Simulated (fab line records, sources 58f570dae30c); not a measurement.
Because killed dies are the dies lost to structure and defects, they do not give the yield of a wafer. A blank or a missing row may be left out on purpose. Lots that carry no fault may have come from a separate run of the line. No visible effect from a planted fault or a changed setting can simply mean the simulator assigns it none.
Code-filled problem report in 8D (eight disciplines) form	flow berkeleyCmos170	the parts of the form that need people (team, actions taken, sign-off) are left out

== 1. WHAT IS WRONG ==
Across 6 wafers from 2 lots, NVT_TW at UCB170_NVT_TW_MEAS_09 averages 498, while fault-free wafers read 521 with a standard deviation of 4.4. That is -5.3 standard deviations from the usual mean.
The first sign was on wafer L616.2 at day 6 05:21, on filmMetro-02. Wafers with a number at this step in the record: 42, from 14 lots. Rule for "out", or "out of limits": more than 4 standard deviations from the usual mean. The rest of the wafers with a number are treated as sound.

== 2. WHAT THIS IS AND IS NOT ==
question	is	is not
which readings at this step	NVT_TW	-
which lots	L616, L623	L614, L615, L618, L620, L621, L626, L628, L630, L631, L633, L634, L636
which wafers of those lots	all that have a number	-
read on which gauges	filmMetro-02	filmMetro-01, filmMetro-04
when	from day 6 05:21	up to then (6 sound wafers); but 30 sound wafers of L618, L620, L621, L626, L628, L630, L631, L633, L634, L636 came after

== 3. THE SUSPECTS, EACH WITH WHAT RULES IT OUT ==
Counting: a tool stays on the suspect list if, at a process step up to the reading, it processed all lots that are out and no sound lot following the first of them.
- the gauge at UCB170_NVT_TW_MEAS_09 is ruled out. All the wafers that are out were read on filmMetro-02, but those of them that UCB170_NVT_IMPLANT_07 has rows for are out there too, on other tools.
- implanter-03 at UCB170_NVT_IMPLANT_07: kept. It processed each lot that is out, first L616 at day 6 05:07, and no sound lot thereafter; up to then, the last sound lot it processed was L615 at day 5 21:04. Its own readings are out on those wafers: doseIonsCm2.
The count leaves implanter-03 at UCB170_NVT_IMPLANT_07.

== 4. THE CAUSE (what the simulator had put in) ==
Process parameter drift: implanter-03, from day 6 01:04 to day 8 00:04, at UCB170_NVT_IMPLANT_07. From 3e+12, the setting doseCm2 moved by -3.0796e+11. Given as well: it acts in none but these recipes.
Only this tool survived the counting.

== 5. SEQUENCE OF EFFECTS, ordered by route ==
Rows list readings where the struck wafers' mean (over those with a number) sits beyond 3 standard deviations from the usual. Only readings whose record carries a usual standard deviation are examined. hours: median over the lots of the time between each lot's start at the first step of this table that gives one and its start at this step. sigmas: the change, counted in usual standard deviations.
hours	step	reading	usual	on struck wafers	change	sigmas
0	UCB170_NVT_IMPLANT_07	doseIonsCm2	3e+12	3e+12	-3e+11	-99 or more
0	UCB170_NVT_IMPLANT_07	faradayCurrentUA	9.51	8.60	-0.91	-4.8
0	UCB170_NVT_TW_MEAS_09	NVT_TW	521	498	-23	-5.3
Its process steps:
- UCB170_NVT_IMPLANT_07
At these later measuring or inspecting steps, every struck wafer for which the step has a row has a number for every such reading, and none has moved that far: UCB170_GATE_THK_MEAS_02, UCB170_V1_THK_MEAS_01.

== 6. WHAT WOULD HAVE CAUGHT IT SOONER ==
In this record the first reading out of limits at a measuring or inspecting step was taken at day 6 05:21, 4 hours after the fault began at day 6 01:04.
Tool's own readings at UCB170_NVT_IMPLANT_07, doseIonsCm2: out on all struck wafers the step has rows for; an alarm limit on them would have tripped on the first.
Among the 2 lots that are out, L623 began UCB170_NVT_IMPLANT_07 on implanter-03 after day 6 05:21. It would have been spared by a hold on the tool at that moment.
